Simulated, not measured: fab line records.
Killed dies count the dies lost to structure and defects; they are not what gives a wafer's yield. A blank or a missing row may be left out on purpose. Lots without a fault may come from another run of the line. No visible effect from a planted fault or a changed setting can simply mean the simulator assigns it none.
fab line records || flow ritCmos
record: {"lots": 13, "wafers": 39, "lastDay": 7}
route steps=202 shown FOX2@23
lots untouched by any fault: they come from a run of this same line in which no faults occurred
startH: the number of hours between the record's first day and the start of the first shown wafer of the lot || waitH: hours from the lot's prior step to this one || " the same as in the row above || L1.1+2: one row covering several wafers at once || - no value, or no start was given || * or withheld: withheld || < > ~ a bound
route shown NAME@n: NAME is a module with steps in the file, n the number in the route of the first one || usual: mean/standard deviation of fault-free wafers || same: alike in all rows || chamber/n: place in a boat || sites: each site's reading || _std_site: the values' standard deviation || _edge_site: inner sites' mean taken away from outer sites' mean || radiusMm: how far each site lies from the wafer's centre || mask NAME#n: copy n || behind: tool/chamber where the wafer was last shaped || hold: why the lot was held/for how many hours/how that ended || device: the n, p or np transistor that did not switch || end of line: the route-end tests of the same wafers || step lacking rows: just its recipe || killed: dies lost to structure and defects at the first sort, not the wafer's yield || map: per-die view of a wafer (x killed, . not killed, _ where there is no die)
set.NAME: the setting the step ran with; set.NAME@STEP: the setting that earlier step ran with || model.NAME: the simulator's own value behind a step, which no gauge read
steps of the route over a sample of lots; a table a step, a row a wafer
services: the hour from which a tool's chamber was out of use, counted from the record's first day as startH (under 0 if before that day), plus the number of hours and why
== steps ==
step: RIT_FOX2_OXIDATION_00
recipe: {"tempC": 1100, "ambient": "H2O", "targetThkA": 3507, "pH2oTorr": 720, "oxTimeS": 1130}
{"lot.wafer": "L302.2+5+6", "tool": "furnace-03", "chamber": 0, "startH": 21.01, "waitH": 1.6}
{"lot.wafer": "L303.1+2+4", "tool": "furnace-03", "chamber": 0, "startH": 29.34, "waitH": 2.6}
{"lot.wafer": "L304.1+2+3", "tool": "furnace-01", "chamber": 0, "startH": 31.13, "waitH": 0.0}
{"lot.wafer": "L306.1+2+5", "tool": "furnace-01", "chamber": 0, "startH": 42.68, "waitH": 2.0}
{"lot.wafer": "L307.2+4+6", "tool": "furnace-03", "chamber": 0, "startH": 45.25, "waitH": 0.0}
{"lot.wafer": "L308.3+4+5", "tool": "furnace-03", "chamber": 0, "startH": 49.56, "waitH": 0.0}
{"lot.wafer": "L310.1+2+6", "tool": "furnace-03", "chamber": 0, "startH": 59.03, "waitH": 0.0}
{"lot.wafer": "L311.1+3+4", "tool": "furnace-01", "chamber": 0, "startH": 65.48, "waitH": 0.6}
{"lot.wafer": "L313.1+2+5", "tool": "furnace-04", "chamber": 0, "startH": 76.22, "waitH": 2.0}
{"lot.wafer": "L314.1+2+6", "tool": "furnace-04", "chamber": 0, "startH": 82.87, "waitH": 1.8}
{"lot.wafer": "L315.1+2+3", "tool": "furnace-03", "chamber": 0, "startH": 92.16, "waitH": 3.1}
{"lot.wafer": "L319.3+4+6", "tool": "furnace-03", "chamber": 0, "startH": 110.06, "waitH": 3.9}
{"lot.wafer": "L325.1+2+5", "tool": "furnace-01", "chamber": 0, "startH": 137.06, "waitH": 0.8}
step: RIT_FOX2_THK_MEAS_01
recipe: {"reads": "SiO2_of_FOX2_OXIDATION_00"}
usual: {"FOX2_OXIDE_THK": "350/7.9"}
{"lot.wafer": "L302.2", "tool": "filmMetro-03", "chamber": "-", "startH": 22.34, "waitH": 0.0, "FOX2_OXIDE_THK[nm]": 357}
{"lot.wafer": "L302.5", "tool": "filmMetro-03", "chamber": "-", "startH": 22.34, "waitH": 0.0, "FOX2_OXIDE_THK[nm]": 354}
{"lot.wafer": "L302.6", "tool": "filmMetro-03", "chamber": "-", "startH": 22.34, "waitH": 0.0, "FOX2_OXIDE_THK[nm]": 354}
{"lot.wafer": "L303.1", "tool": "filmMetro-04", "chamber": "-", "startH": 30.66, "waitH": 0.0, "FOX2_OXIDE_THK[nm]": 354}
{"lot.wafer": "L303.2", "tool": "filmMetro-04", "chamber": "-", "startH": 30.66, "waitH": 0.0, "FOX2_OXIDE_THK[nm]": 344}
{"lot.wafer": "L303.4", "tool": "filmMetro-04", "chamber": "-", "startH": 30.66, "waitH": 0.0, "FOX2_OXIDE_THK[nm]": 347}
{"lot.wafer": "L304.1", "tool": "filmMetro-03", "chamber": "-", "startH": 32.44, "waitH": 0.0, "FOX2_OXIDE_THK[nm]": 340}
{"lot.wafer": "L304.2", "tool": "filmMetro-03", "chamber": "-", "startH": 32.44, "waitH": 0.0, "FOX2_OXIDE_THK[nm]": 350}
{"lot.wafer": "L304.3", "tool": "filmMetro-03", "chamber": "-", "startH": 32.44, "waitH": 0.0, "FOX2_OXIDE_THK[nm]": 345}
{"lot.wafer": "L306.1", "tool": "filmMetro-04", "chamber": "-", "startH": 43.99, "waitH": 0.0, "FOX2_OXIDE_THK[nm]": 336}
{"lot.wafer": "L306.2", "tool": "filmMetro-04", "chamber": "-", "startH": 43.99, "waitH": 0.0, "FOX2_OXIDE_THK[nm]": 339}
{"lot.wafer": "L306.5", "tool": "filmMetro-04", "chamber": "-", "startH": 43.99, "waitH": 0.0, "FOX2_OXIDE_THK[nm]": 339}
{"lot.wafer": "L307.2", "tool": "filmMetro-01", "chamber": "-", "startH": 46.58, "waitH": 0.0, "FOX2_OXIDE_THK[nm]": 358}
{"lot.wafer": "L307.4", "tool": "filmMetro-01", "chamber": "-", "startH": 46.58, "waitH": 0.0, "FOX2_OXIDE_THK[nm]": 361}
{"lot.wafer": "L307.6", "tool": "filmMetro-01", "chamber": "-", "startH": 46.58, "waitH": 0.0, "FOX2_OXIDE_THK[nm]": 357}
{"lot.wafer": "L308.3", "tool": "filmMetro-03", "chamber": "-", "startH": 50.89, "waitH": 0.0, "FOX2_OXIDE_THK[nm]": 349}
{"lot.wafer": "L308.4", "tool": "filmMetro-03", "chamber": "-", "startH": 50.89, "waitH": 0.0, "FOX2_OXIDE_THK[nm]": 342}
{"lot.wafer": "L308.5", "tool": "filmMetro-03", "chamber": "-", "startH": 50.89, "waitH": 0.0, "FOX2_OXIDE_THK[nm]": 349}
{"lot.wafer": "L310.1", "tool": "filmMetro-01", "chamber": "-", "startH": 60.35, "waitH": 0.0, "FOX2_OXIDE_THK[nm]": 360}
{"lot.wafer": "L310.2", "tool": "filmMetro-01", "chamber": "-", "startH": 60.35, "waitH": 0.0, "FOX2_OXIDE_THK[nm]": 360}
{"lot.wafer": "L310.6", "tool": "filmMetro-01", "chamber": "-", "startH": 60.35, "waitH": 0.0, "FOX2_OXIDE_THK[nm]": 355}
{"lot.wafer": "L311.1", "tool": "filmMetro-01", "chamber": "-", "startH": 66.79, "waitH": 0.0, "FOX2_OXIDE_THK[nm]": 348}
{"lot.wafer": "L311.3", "tool": "filmMetro-01", "chamber": "-", "startH": 66.79, "waitH": 0.0, "FOX2_OXIDE_THK[nm]": 353}
{"lot.wafer": "L311.4", "tool": "filmMetro-01", "chamber": "-", "startH": 66.79, "waitH": 0.0, "FOX2_OXIDE_THK[nm]": 349}
{"lot.wafer": "L313.1", "tool": "filmMetro-03", "chamber": "-", "startH": 77.54, "waitH": 0.0, "FOX2_OXIDE_THK[nm]": 339}
{"lot.wafer": "L313.2", "tool": "filmMetro-03", "chamber": "-", "startH": 77.54, "waitH": 0.0, "FOX2_OXIDE_THK[nm]": 338}
{"lot.wafer": "L313.5", "tool": "filmMetro-03", "chamber": "-", "startH": 77.54, "waitH": 0.0, "FOX2_OXIDE_THK[nm]": 340}
{"lot.wafer": "L314.1", "tool": "filmMetro-01", "chamber": "-", "startH": 84.18, "waitH": 0.0, "FOX2_OXIDE_THK[nm]": 344}
{"lot.wafer": "L314.2", "tool": "filmMetro-01", "chamber": "-", "startH": 84.18, "waitH": 0.0, "FOX2_OXIDE_THK[nm]": 348}
{"lot.wafer": "L314.6", "tool": "filmMetro-01", "chamber": "-", "startH": 84.18, "waitH": 0.0, "FOX2_OXIDE_THK[nm]": 345}
{"lot.wafer": "L315.1", "tool": "filmMetro-04", "chamber": "-", "startH": 93.48, "waitH": 0.0, "FOX2_OXIDE_THK[nm]": 356}
{"lot.wafer": "L315.2", "tool": "filmMetro-04", "chamber": "-", "startH": 93.48, "waitH": 0.0, "FOX2_OXIDE_THK[nm]": 367}
{"lot.wafer": "L315.3", "tool": "filmMetro-04", "chamber": "-", "startH": 93.48, "waitH": 0.0, "FOX2_OXIDE_THK[nm]": 355}
{"lot.wafer": "L319.3", "tool": "filmMetro-04", "chamber": "-", "startH": 111.39, "waitH": 0.0, "FOX2_OXIDE_THK[nm]": 319}
{"lot.wafer": "L319.4", "tool": "filmMetro-04", "chamber": "-", "startH": 111.39, "waitH": 0.0, "FOX2_OXIDE_THK[nm]": 321}
{"lot.wafer": "L319.6", "tool": "filmMetro-04", "chamber": "-", "startH": 111.39, "waitH": 0.0, "FOX2_OXIDE_THK[nm]": 325}
{"lot.wafer": "L325.1", "tool": "filmMetro-01", "chamber": "-", "startH": 138.37, "waitH": 0.0, "FOX2_OXIDE_THK[nm]": 358}
{"lot.wafer": "L325.2", "tool": "filmMetro-01", "chamber": "-", "startH": 138.37, "waitH": 0.0, "FOX2_OXIDE_THK[nm]": 361}
{"lot.wafer": "L325.5", "tool": "filmMetro-01", "chamber": "-", "startH": 138.37, "waitH": 0.0, "FOX2_OXIDE_THK[nm]": 360}
step: RIT_FOX2_THK_MEAS_90
recipe: {"reads": "SiO2_of_FOX2_OXIDATION_00"}
usual: {"FIELD_OXIDE_LEFT_1_THK": "323/7.9"}
{"lot.wafer": "L302.2", "tool": "filmMetro-03", "chamber": "-", "startH": 23.22, "waitH": 0.0, "FIELD_OXIDE_LEFT_1_THK[nm]": 329}
{"lot.wafer": "L302.5", "tool": "filmMetro-03", "chamber": "-", "startH": 23.22, "waitH": 0.0, "FIELD_OXIDE_LEFT_1_THK[nm]": 327}
{"lot.wafer": "L302.6", "tool": "filmMetro-03", "chamber": "-", "startH": 23.22, "waitH": 0.0, "FIELD_OXIDE_LEFT_1_THK[nm]": 327}
{"lot.wafer": "L303.1", "tool": "filmMetro-03", "chamber": "-", "startH": 31.61, "waitH": 0.0, "FIELD_OXIDE_LEFT_1_THK[nm]": 327}
{"lot.wafer": "L303.2", "tool": "filmMetro-03", "chamber": "-", "startH": 31.61, "waitH": 0.0, "FIELD_OXIDE_LEFT_1_THK[nm]": 317}
{"lot.wafer": "L303.4", "tool": "filmMetro-03", "chamber": "-", "startH": 31.61, "waitH": 0.0, "FIELD_OXIDE_LEFT_1_THK[nm]": 319}
{"lot.wafer": "L304.1", "tool": "filmMetro-03", "chamber": "-", "startH": 33.32, "waitH": 0.0, "FIELD_OXIDE_LEFT_1_THK[nm]": 313}
{"lot.wafer": "L304.2", "tool": "filmMetro-03", "chamber": "-", "startH": 33.32, "waitH": 0.0, "FIELD_OXIDE_LEFT_1_THK[nm]": 323}
{"lot.wafer": "L304.3", "tool": "filmMetro-03", "chamber": "-", "startH": 33.32, "waitH": 0.0, "FIELD_OXIDE_LEFT_1_THK[nm]": 317}
{"lot.wafer": "L306.1", "tool": "filmMetro-03", "chamber": "-", "startH": 44.87, "waitH": 0.0, "FIELD_OXIDE_LEFT_1_THK[nm]": 308}
{"lot.wafer": "L306.2", "tool": "filmMetro-03", "chamber": "-", "startH": 44.87, "waitH": 0.0, "FIELD_OXIDE_LEFT_1_THK[nm]": 312}
{"lot.wafer": "L306.5", "tool": "filmMetro-03", "chamber": "-", "startH": 44.87, "waitH": 0.0, "FIELD_OXIDE_LEFT_1_THK[nm]": 312}
{"lot.wafer": "L307.2", "tool": "filmMetro-03", "chamber": "-", "startH": 47.46, "waitH": 0.0, "FIELD_OXIDE_LEFT_1_THK[nm]": 330}
{"lot.wafer": "L307.4", "tool": "filmMetro-03", "chamber": "-", "startH": 47.46, "waitH": 0.0, "FIELD_OXIDE_LEFT_1_THK[nm]": 333}
{"lot.wafer": "L307.6", "tool": "filmMetro-03", "chamber": "-", "startH": 47.46, "waitH": 0.0, "FIELD_OXIDE_LEFT_1_THK[nm]": 329}
{"lot.wafer": "L308.3", "tool": "filmMetro-01", "chamber": "-", "startH": 51.84, "waitH": 0.0, "FIELD_OXIDE_LEFT_1_THK[nm]": 322}
{"lot.wafer": "L308.4", "tool": "filmMetro-01", "chamber": "-", "startH": 51.84, "waitH": 0.0, "FIELD_OXIDE_LEFT_1_THK[nm]": 314}
{"lot.wafer": "L308.5", "tool": "filmMetro-01", "chamber": "-", "startH": 51.84, "waitH": 0.0, "FIELD_OXIDE_LEFT_1_THK[nm]": 321}
{"lot.wafer": "L310.1", "tool": "filmMetro-04", "chamber": "-", "startH": 61.23, "waitH": 0.0, "FIELD_OXIDE_LEFT_1_THK[nm]": 332}
{"lot.wafer": "L310.2", "tool": "filmMetro-04", "chamber": "-", "startH": 61.23, "waitH": 0.0, "FIELD_OXIDE_LEFT_1_THK[nm]": 332}
{"lot.wafer": "L310.6", "tool": "filmMetro-04", "chamber": "-", "startH": 61.23, "waitH": 0.0, "FIELD_OXIDE_LEFT_1_THK[nm]": 327}
{"lot.wafer": "L311.1", "tool": "filmMetro-03", "chamber": "-", "startH": 67.67, "waitH": 0.0, "FIELD_OXIDE_LEFT_1_THK[nm]": 321}
{"lot.wafer": "L311.3", "tool": "filmMetro-03", "chamber": "-", "startH": 67.67, "waitH": 0.0, "FIELD_OXIDE_LEFT_1_THK[nm]": 326}
{"lot.wafer": "L311.4", "tool": "filmMetro-03", "chamber": "-", "startH": 67.67, "waitH": 0.0, "FIELD_OXIDE_LEFT_1_THK[nm]": 321}
{"lot.wafer": "L313.1", "tool": "filmMetro-04", "chamber": "-", "startH": 78.42, "waitH": 0.0, "FIELD_OXIDE_LEFT_1_THK[nm]": 311}
{"lot.wafer": "L313.2", "tool": "filmMetro-04", "chamber": "-", "startH": 78.42, "waitH": 0.0, "FIELD_OXIDE_LEFT_1_THK[nm]": 310}
{"lot.wafer": "L313.5", "tool": "filmMetro-04", "chamber": "-", "startH": 78.42, "waitH": 0.0, "FIELD_OXIDE_LEFT_1_THK[nm]": 313}
{"lot.wafer": "L314.1", "tool": "filmMetro-01", "chamber": "-", "startH": 85.13, "waitH": 0.0, "FIELD_OXIDE_LEFT_1_THK[nm]": 317}
{"lot.wafer": "L314.2", "tool": "filmMetro-01", "chamber": "-", "startH": 85.13, "waitH": 0.0, "FIELD_OXIDE_LEFT_1_THK[nm]": 320}
{"lot.wafer": "L314.6", "tool": "filmMetro-01", "chamber": "-", "startH": 85.13, "waitH": 0.0, "FIELD_OXIDE_LEFT_1_THK[nm]": 317}
{"lot.wafer": "L315.1", "tool": "filmMetro-01", "chamber": "-", "startH": 95.12, "waitH": 0.0, "FIELD_OXIDE_LEFT_1_THK[nm]": 328}
{"lot.wafer": "L315.2", "tool": "filmMetro-01", "chamber": "-", "startH": 95.12, "waitH": 0.0, "FIELD_OXIDE_LEFT_1_THK[nm]": 339}
{"lot.wafer": "L315.3", "tool": "filmMetro-01", "chamber": "-", "startH": 95.12, "waitH": 0.0, "FIELD_OXIDE_LEFT_1_THK[nm]": 327}
{"lot.wafer": "L319.3", "tool": "filmMetro-01", "chamber": "-", "startH": 112.27, "waitH": 0.0, "FIELD_OXIDE_LEFT_1_THK[nm]": 291}
{"lot.wafer": "L319.4", "tool": "filmMetro-01", "chamber": "-", "startH": 112.27, "waitH": 0.0, "FIELD_OXIDE_LEFT_1_THK[nm]": 293}
{"lot.wafer": "L319.6", "tool": "filmMetro-01", "chamber": "-", "startH": 112.27, "waitH": 0.0, "FIELD_OXIDE_LEFT_1_THK[nm]": 298}
{"lot.wafer": "L325.1", "tool": "filmMetro-04", "chamber": "-", "startH": 139.26, "waitH": 0.0, "FIELD_OXIDE_LEFT_1_THK[nm]": 330}
{"lot.wafer": "L325.2", "tool": "filmMetro-04", "chamber": "-", "startH": 139.26, "waitH": 0.0, "FIELD_OXIDE_LEFT_1_THK[nm]": 333}
{"lot.wafer": "L325.5", "tool": "filmMetro-04", "chamber": "-", "startH": 139.26, "waitH": 0.0, "FIELD_OXIDE_LEFT_1_THK[nm]": 332}
step: RIT_FOX2_THK_MEAS_91
recipe: {"reads": "SiO2_of_FOX2_OXIDATION_00"}
usual: {"FIELD_OXIDE_LEFT_2_THK": "255/7.8"}
{"lot.wafer": "L302.2", "tool": "filmMetro-03", "chamber": "-", "startH": 36.57, "waitH": 0.0, "FIELD_OXIDE_LEFT_2_THK[nm]": 261}
{"lot.wafer": "L302.5", "tool": "filmMetro-03", "chamber": "-", "startH": 36.57, "waitH": 0.0, "FIELD_OXIDE_LEFT_2_THK[nm]": 259}
{"lot.wafer": "L302.6", "tool": "filmMetro-03", "chamber": "-", "startH": 36.57, "waitH": 0.0, "FIELD_OXIDE_LEFT_2_THK[nm]": 259}
{"lot.wafer": "L303.1", "tool": "filmMetro-01", "chamber": "-", "startH": 46.93, "waitH": 0.0, "FIELD_OXIDE_LEFT_2_THK[nm]": 259}
{"lot.wafer": "L303.2", "tool": "filmMetro-01", "chamber": "-", "startH": 46.93, "waitH": 0.0, "FIELD_OXIDE_LEFT_2_THK[nm]": 249}
{"lot.wafer": "L303.4", "tool": "filmMetro-01", "chamber": "-", "startH": 46.93, "waitH": 0.0, "FIELD_OXIDE_LEFT_2_THK[nm]": 252}
{"lot.wafer": "L304.1", "tool": "filmMetro-01", "chamber": "-", "startH": 47.13, "waitH": 0.0, "FIELD_OXIDE_LEFT_2_THK[nm]": 245}
{"lot.wafer": "L304.2", "tool": "filmMetro-01", "chamber": "-", "startH": 47.13, "waitH": 0.0, "FIELD_OXIDE_LEFT_2_THK[nm]": 255}
{"lot.wafer": "L304.3", "tool": "filmMetro-01", "chamber": "-", "startH": 47.13, "waitH": 0.0, "FIELD_OXIDE_LEFT_2_THK[nm]": 249}
{"lot.wafer": "L306.1", "tool": "filmMetro-01", "chamber": "-", "startH": 57.68, "waitH": 0.0, "FIELD_OXIDE_LEFT_2_THK[nm]": 240}
{"lot.wafer": "L306.2", "tool": "filmMetro-01", "chamber": "-", "startH": 57.68, "waitH": 0.0, "FIELD_OXIDE_LEFT_2_THK[nm]": 245}
{"lot.wafer": "L306.5", "tool": "filmMetro-01", "chamber": "-", "startH": 57.68, "waitH": 0.0, "FIELD_OXIDE_LEFT_2_THK[nm]": 244}
{"lot.wafer": "L307.2", "tool": "filmMetro-01", "chamber": "-", "startH": 61.27, "waitH": 0.0, "FIELD_OXIDE_LEFT_2_THK[nm]": 262}
{"lot.wafer": "L307.4", "tool": "filmMetro-01", "chamber": "-", "startH": 61.27, "waitH": 0.0, "FIELD_OXIDE_LEFT_2_THK[nm]": 265}
{"lot.wafer": "L307.6", "tool": "filmMetro-01", "chamber": "-", "startH": 61.27, "waitH": 0.0, "FIELD_OXIDE_LEFT_2_THK[nm]": 262}
{"lot.wafer": "L308.3", "tool": "filmMetro-03", "chamber": "-", "startH": 64.36, "waitH": 0.0, "FIELD_OXIDE_LEFT_2_THK[nm]": 254}
{"lot.wafer": "L308.4", "tool": "filmMetro-03", "chamber": "-", "startH": 64.36, "waitH": 0.0, "FIELD_OXIDE_LEFT_2_THK[nm]": 247}
{"lot.wafer": "L308.5", "tool": "filmMetro-03", "chamber": "-", "startH": 64.36, "waitH": 0.0, "FIELD_OXIDE_LEFT_2_THK[nm]": 253}
{"lot.wafer": "L310.1", "tool": "filmMetro-04", "chamber": "-", "startH": 73.69, "waitH": 0.0, "FIELD_OXIDE_LEFT_2_THK[nm]": 265}
{"lot.wafer": "L310.2", "tool": "filmMetro-04", "chamber": "-", "startH": 73.69, "waitH": 0.0, "FIELD_OXIDE_LEFT_2_THK[nm]": 264}
{"lot.wafer": "L310.6", "tool": "filmMetro-04", "chamber": "-", "startH": 73.69, "waitH": 0.0, "FIELD_OXIDE_LEFT_2_THK[nm]": 260}
{"lot.wafer": "L311.1", "tool": "filmMetro-01", "chamber": "-", "startH": 80.11, "waitH": 0.0, "FIELD_OXIDE_LEFT_2_THK[nm]": 253}
{"lot.wafer": "L311.3", "tool": "filmMetro-01", "chamber": "-", "startH": 80.11, "waitH": 0.0, "FIELD_OXIDE_LEFT_2_THK[nm]": 259}
{"lot.wafer": "L311.4", "tool": "filmMetro-01", "chamber": "-", "startH": 80.11, "waitH": 0.0, "FIELD_OXIDE_LEFT_2_THK[nm]": 254}
{"lot.wafer": "L313.1", "tool": "filmMetro-03", "chamber": "-", "startH": 95.84, "waitH": 0.0, "FIELD_OXIDE_LEFT_2_THK[nm]": 243}
{"lot.wafer": "L313.2", "tool": "filmMetro-03", "chamber": "-", "startH": 95.84, "waitH": 0.0, "FIELD_OXIDE_LEFT_2_THK[nm]": 243}
{"lot.wafer": "L313.5", "tool": "filmMetro-03", "chamber": "-", "startH": 95.84, "waitH": 0.0, "FIELD_OXIDE_LEFT_2_THK[nm]": 245}
{"lot.wafer": "L314.1", "tool": "filmMetro-01", "chamber": "-", "startH": 100.82, "waitH": 0.0, "FIELD_OXIDE_LEFT_2_THK[nm]": 249}
{"lot.wafer": "L314.2", "tool": "filmMetro-01", "chamber": "-", "startH": 100.82, "waitH": 0.0, "FIELD_OXIDE_LEFT_2_THK[nm]": 252}
{"lot.wafer": "L314.6", "tool": "filmMetro-01", "chamber": "-", "startH": 100.82, "waitH": 0.0, "FIELD_OXIDE_LEFT_2_THK[nm]": 250}
{"lot.wafer": "L315.1", "tool": "filmMetro-04", "chamber": "-", "startH": 107.41, "waitH": 0.0, "FIELD_OXIDE_LEFT_2_THK[nm]": 260}
{"lot.wafer": "L315.2", "tool": "filmMetro-04", "chamber": "-", "startH": 107.41, "waitH": 0.0, "FIELD_OXIDE_LEFT_2_THK[nm]": 270}
{"lot.wafer": "L315.3", "tool": "filmMetro-04", "chamber": "-", "startH": 107.41, "waitH": 0.0, "FIELD_OXIDE_LEFT_2_THK[nm]": 259}
{"lot.wafer": "L319.3", "tool": "filmMetro-01", "chamber": "-", "startH": 127.02, "waitH": 0.0, "FIELD_OXIDE_LEFT_2_THK[nm]": 222}
{"lot.wafer": "L319.4", "tool": "filmMetro-01", "chamber": "-", "startH": 127.02, "waitH": 0.0, "FIELD_OXIDE_LEFT_2_THK[nm]": 224}
{"lot.wafer": "L319.6", "tool": "filmMetro-01", "chamber": "-", "startH": 127.02, "waitH": 0.0, "FIELD_OXIDE_LEFT_2_THK[nm]": 229}
{"lot.wafer": "L325.1", "tool": "filmMetro-03", "chamber": "-", "startH": 152.92, "waitH": 0.0, "FIELD_OXIDE_LEFT_2_THK[nm]": 261}
{"lot.wafer": "L325.2", "tool": "filmMetro-03", "chamber": "-", "startH": 152.92, "waitH": 0.0, "FIELD_OXIDE_LEFT_2_THK[nm]": 265}
{"lot.wafer": "L325.5", "tool": "filmMetro-03", "chamber": "-", "startH": 152.92, "waitH": 0.0, "FIELD_OXIDE_LEFT_2_THK[nm]": 263}
== services ==
{"tool": "furnace-04", "chamber": "-", "startH": 19.27, "hours": 4.0, "kind": "pm"}
{"tool": "furnace-01", "chamber": "-", "startH": 20.56, "hours": 2.9, "kind": "pm"}
{"tool": "furnace-01", "chamber": "-", "startH": 23.43, "hours": 3.4, "kind": "pm"}
{"tool": "furnace-04", "chamber": "-", "startH": 126.82, "hours": 4.3, "kind": "pm"}
== key ==
firstSign: {"step": "RIT_FOX2_THK_MEAS_01", "reading": "FOX2_OXIDE_THK", "direction": "down", "sigmas": 3.6, "usual": 350, "struck": 321}
effect: {"step": "RIT_FOX2_THK_MEAS_90", "reading": "FIELD_OXIDE_LEFT_1_THK", "direction": "down", "sigmas": 3.6, "usual": 323, "struck": 294}
effect: {"step": "RIT_FOX2_THK_MEAS_91", "reading": "FIELD_OXIDE_LEFT_2_THK", "direction": "down", "sigmas": 3.8, "usual": 255, "struck": 225}
metAt RIT_FOX2_OXIDATION_00
struckLots L319
testerLeftOut L319
onsetBetween 92.16 110.06
fault: {"kind": "processParameterDrift", "tool": "furnace-03", "chamber": "-", "onsetH": 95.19, "steps": "RIT_FOX2_OXIDATION_00", "channel": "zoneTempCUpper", "offset": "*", "shape": "step", "endH": 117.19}
testerLeftOut: of these lots the tester's yield and bins aren't shown, on N5 and GAA mostly nor the transistor test; their killed dies are dies lost to structure and defects alone, not to doping, threshold or leakage, so they don't give the yield
